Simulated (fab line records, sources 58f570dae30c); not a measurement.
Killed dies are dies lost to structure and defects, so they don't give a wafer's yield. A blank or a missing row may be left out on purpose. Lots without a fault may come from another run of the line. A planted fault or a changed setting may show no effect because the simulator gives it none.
fab line records | flow berkeley_cmos170
record lots=5 wafers=23
route steps=331 shown M1@244 M2@289
start_h: hours from the record's first day to the start of the lot's first wafer shown | wait_h: hours since the lot's step before | " the same as in the row above | L1.1+2: a row that stands for several wafers | - no value, or no start given | * or withheld: withheld | < > ~ a bound
route shown NAME@n: a module of which the file shows steps, and the number in the route of the first | usual: mean/standard deviation of fault-free wafers | same: alike in all rows | chamber/n: place in a boat | sites: the reading at each site | _std_site: their standard deviation | _edge_site: outer sites' mean less inner sites' | radius_mm: how far each site lies from the wafer's centre | mask NAME#n: copy n | behind: the tool/chamber that last shaped the wafer | hold: why the lot was held/for how many hours/how that ended | device: the transistor (n, p or np) that didn't switch | end of line: the same wafers' tests at the end of the route | a step without rows: its recipe alone | killed: dies lost to structure and defects at the first sort, not the wafer's yield | map: a wafer's dies, x killed, . not, _ none there
set.NAME: the setting as run; set.NAME@STEP: as run at that earlier step | model.NAME: the simulator's own value behind a step, which no gauge read
lots whose settings were changed on purpose; a table a step, a row a wafer
## steps
# step UCB170_M1_EXPOSE_06
# recipe mask_id=METAL1 target_cd_nm=700 na=0.5 sigma_outer=0.6 source_shape=conventional dose_mj=21
# columns lot.wafer tool chamber start_h wait_h mask set.dose_mj
L075.1+2+3 krf_scanner-02 0 148.19 - METAL1#0 21.41
L075.5+6 " 0 " " METAL1#0 21
L077.1+4 krf_scanner-01 0 164.30 - METAL1#0 21
L077.2+3+5 " 0 " " METAL1#0 20.16
L079.2+3+4 krf_scanner-01 0 172.40 - METAL1#0 21
L083.1+5 krf_scanner-01 0 182.97 - METAL1#0 20
L083.2+3+4 " 0 " " METAL1#0 21
L084.1+3+5 krf_scanner-02 0 192.43 - METAL1#0 21.7
L084.2+4 " 0 " " METAL1#0 21
# step UCB170_M1_PEB_07
# recipe peb_temp_c=130 peb_time_s=withheld resist=KrF
# step UCB170_M1_DEVELOP_08
# recipe developer=TMAH develop_time_s=45 resist=KrF dev_temp_c=21
# step UCB170_M1_CD_MEAS_09
# recipe target_cd_nm=700
# usual cd_nm=699.8/1.3
# columns lot.wafer tool chamber start_h wait_h set.dose_mj@M1_EXPOSE_06 cd_nm
L075.1 cd_sem-01 - 148.78 - 21.41 695.1
L075.2 " - " " 21.41 694.9
L075.3 " - " " 21.41 695.3
L075.5 " - " " 21 698.7
L075.6 " - " " 21 698.3
L077.1 cd_sem-02 - 164.97 - 21 700.2
L077.2 " - " " 20.16 707.0
L077.3 " - " " 20.16 707.3
L077.4 " - " " 21 699.1
L077.5 " - " " 20.16 705.3
L079.2 cd_sem-02 - 172.83 - 21 700.7
L079.3 " - " " 21 699.9
L079.4 " - " " 21 699.8
L083.1 cd_sem-02 - 183.91 - 20 709.5
L083.2 " - " " 21 700.5
L083.3 " - " " 21 700.1
L083.4 " - " " 21 701.6
L083.5 " - " " 20 709.1
L084.1 cd_sem-01 - 192.89 - 21.7 695.2
L084.2 " - " " 21 700.1
L084.3 " - " " 21.7 695.2
L084.4 " - " " 21 700.9
L084.5 " - " " 21.7 695.2
# step UCB170_M1_ETCH_11
# recipe chemistry=N2/H2 target_depth_a=withheld overetch_a=withheld target=BARC time_s=withheld source_w=518.7 bias_w=100 pressure_mtorr=30 n2_flow_sccm=100 h2_flow_sccm=200
# columns lot.wafer tool chamber start_h wait_h set.dose_mj@M1_EXPOSE_06 model.M1.cd_nm
L075.1 rie_diel-04 2 148.93 0.0 21.41 695.3
L075.2 " 1 " " 21.41 695.2
L075.3 " 0 " " 21.41 696.1
L075.5 " 0 " " 21 699.2
L075.6 " 1 " " 21 697.5
L077.1 rie_diel-01 1 165.13 0.0 21 699.5
L077.2 " 3 " " 20.16 706.6
L077.3 " 0 " " 20.16 707.9
L077.4 " 2 " " 21 699.4
L077.5 " 1 " " 20.16 705.3
L079.2 rie_diel-02 1 172.97 0.0 21 700.7
L079.3 " 2 " " 21 699.7
L079.4 " 3 " " 21 699.6
L083.1 rie_diel-02 2 184.06 0.0 20 709
L083.2+3 " 0,1 " " 21 699.9
L083.4 " 3 " " 21 701.1
L083.5 " 1 " " 20 708.7
L084.1 rie_diel-01 0 193.04 0.0 21.7 695.3
L084.2+4 " 2,1 " " 21 700.1
L084.3 " 3 " " 21.7 694.1
L084.5 " 1 " " 21.7 694.9
# step UCB170_M2_METAL_ETCH_18
# recipe chemistry=Cl2/BCl3 target=Al stop_on=SiO2 pressure_mtorr=12 target_depth_a=11700 over_etch_frac=0.3 time_s=195 icp_w=600 bias_w=120 Cl2_flow_sccm=90 bcl3_flow_sccm=45
# columns lot.wafer tool chamber start_h wait_h set.icp_w model.KrF_of_M2_COAT_10.thk_nm model.SiO2_of_V1_CVD_00.thk_nm
L075.1 rie_metal-01 0 157.01 - 565.5 230.6 939.4
L075.2 " 1 " " 600 209.7 938.5
L075.3 " 0 " " 600 196.4 936.1
L075.5 " 0 " " 600 199.7 936.2
L075.6 " 1 " " 565.5 243 941.6
L077.1 rie_metal-02 0 174.80 - 600 220 938.2
L077.2 " 1 " " 600 210.8 938.6
L077.3 " 1 " " 600 213.7 938.5
L077.4 " 0 " " 600 217.6 937.8
L077.5 " 1 " " 600 208.3 937.9
L079.2 rie_metal-02 0 183.50 - 600 214.9 937.2
L079.3 " 0 " " 600 217 936.7
L079.4 " 1 " " 600 214.7 939.6
L083.1 rie_metal-02 0 193.96 - 600 213 937.8
L083.2 " 1 " " 542.5 273.7 944.3
L083.3 " 1 " " 542.5 272.5 943
L083.4 " 0 " " 600 214.9 938.2
L083.5 " 0 " " 542.5 276.7 941.7
L084.1 rie_metal-04 0 203.24 - 600 196.9 936.1
L084.2 " 1 " " 537.2 272 941.8
L084.3 " 0 " " 600 194.9 935.4
L084.4 " 1 " " 537.2 263.6 942.1
L084.5 " 0 " " 537.2 257.4 941.1
# step UCB170_M2_STRIP_19
# recipe chemistry=O2 power_w=400 pressure_mtorr=3500 platen_temp_c=withheld o2_flow_sccm=400 overash_fraction=0.5
# usual oes_product_au=0.534/0.01
# columns lot.wafer tool chamber start_h wait_h set.icp_w@M2_METAL_ETCH_18 oes_product_au
L075.1 plasma_asher-03 0 157.20 0.1 565.5 0.558
L075.2 " 1 " " 600 0.544
L075.3 " 1 " " 600 0.536
L075.5 " 1 " " 600 0.531
L075.6 " 0 " " 565.5 0.584
L077.1 plasma_asher-01 0 174.99 0.1 600 0.552
L077.2 " 1 " " 600 0.540
L077.3 " 0 " " 600 0.548
L077.4 " 1 " " 600 0.547
L077.5 " 1 " " 600 0.534
L079.2 plasma_asher-01 0 183.69 0.1 600 0.544
L079.3 " 1 " " 600 0.549
L079.4 " 0 " " 600 0.554
L083.1 plasma_asher-03 0 194.14 0.1 600 0.548
L083.2 " 1 " " 542.5 0.610
L083.3 " 0 " " 542.5 0.606
L083.4 " 1 " " 600 0.543
L083.5 " 1 " " 542.5 0.611
L084.1 plasma_asher-01 0 203.43 0.1 600 0.524
L084.2 " 1 " " 537.2 0.604
L084.3 " 0 " " 600 0.532
L084.4 " 1 " " 537.2 0.592
L084.5 " 1 " " 537.2 0.587
## key
split step=UCB170_M1_EXPOSE_06 setting=dose_mj stated=21 by=wafer
response step=UCB170_M1_CD_MEAS_09 reading=cd_nm change=-1.73 per=1% r=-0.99
response step=UCB170_M1_ETCH_11 reading=model.M1.cd_nm change=-1.72 per=1% r=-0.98
split step=UCB170_M2_METAL_ETCH_18 setting=icp_w stated=600 by=wafer
response step=UCB170_M2_METAL_ETCH_18 reading=model.KrF_of_M2_COAT_10.thk_nm change=-6.38 per=1% r=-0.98
response step=UCB170_M2_METAL_ETCH_18 reading=model.SiO2_of_V1_CVD_00.thk_nm change=-0.556 per=1% r=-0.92
response step=UCB170_M2_STRIP_19 reading=oes_product_au change=-0.0064 per=1% r=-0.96
